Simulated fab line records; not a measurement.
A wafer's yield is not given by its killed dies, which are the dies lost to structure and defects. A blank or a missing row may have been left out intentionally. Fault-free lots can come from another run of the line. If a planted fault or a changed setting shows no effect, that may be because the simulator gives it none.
What tool caused it?	flow berkeley-cmos170	6 lots with 18 wafers sampled at 4 steps, on a route of 331 steps

## WHAT THE GAUGES READ, wafer by wafer
UCB170_WELLDRIVE_THK_MEAS_02.
lot	measured	on	WELLDRIVE_OXIDE_THK (nm)
L758	day 4 04:49	film-metro-01	204 203 205
L760	day 4 10:17	film-metro-01	199 199 202
L763	day 4 17:52	film-metro-04	204 204 207
L774	day 7 06:38	film-metro-01	208 210 212
L776	day 7 16:59	film-metro-01	209 209 214
L778	day 8 14:44	film-metro-04	196 196 200

## EACH LOT AND THE TOOL THAT RAN IT (in order: tool; ch and the chambers of the sampled wafers; start)
lot	UCB170_NWELL_ETCH_13	UCB170_PWELL_STRIP_16	UCB170_WELLDRIVE_OXIDATION_01
L758	rie-diel-04 ch 0,3, day 2 16:41	plasma-asher-04 ch 0,1, day 3 17:22	furnace-01 ch 0, day 4 01:18
L760	rie-diel-04 ch 0,2,3, day 3 02:32	plasma-asher-04 ch 1, day 3 23:10	furnace-02 ch 0, day 4 06:47
L763	rie-diel-03 ch 1,2, day 3 12:01	plasma-asher-01 ch 0,1, day 4 04:22	furnace-02 ch 0, day 4 14:22
L774	rie-diel-04 ch 1,2,3, day 5 19:41	plasma-asher-04 ch 0,1, day 6 17:50	furnace-04 ch 0, day 7 03:08
L776	rie-diel-02 ch 0,3, day 6 04:42	plasma-asher-04 ch 0,1, day 7 01:37	furnace-04 ch 0, day 7 13:28
L778	rie-diel-02 ch 1,2, day 6 19:45	plasma-asher-04 ch 0,1, day 8 02:22	furnace-04 ch 0, day 8 11:14
- UCB170_NWELL_ETCH_13: etches Si3N4 in CH3F/Ar/O2, stops on SiO2, target depth 246.4 nm, time 154 s.
- UCB170_PWELL_STRIP_16: strips in O2.
- UCB170_WELLDRIVE_OXIDATION_01: target thk 199 nm, ox time 9341 s.

## THE ANSWER, worked out from the rows above alone
Rule: usual is defined by the lots themselves. Put in order of their means at a reading, lots are off if they are a third of the lots or fewer, leave a main group of 4 or more, and stand apart from it by a gap of 3 or more times the standard deviation of the main group's means; of several such gaps the widest counts. The tables above print the reading to a certain number of digits; a main group whose means all agree to those digits is not used. Also off: a lot with no number at a reading for which 4 or more lots have one. Any other lot the step has rows for is counted as sound.
Nothing can be told from this: no lot is off at any reading shown.

## WHAT THE SIMULATOR PUT IN
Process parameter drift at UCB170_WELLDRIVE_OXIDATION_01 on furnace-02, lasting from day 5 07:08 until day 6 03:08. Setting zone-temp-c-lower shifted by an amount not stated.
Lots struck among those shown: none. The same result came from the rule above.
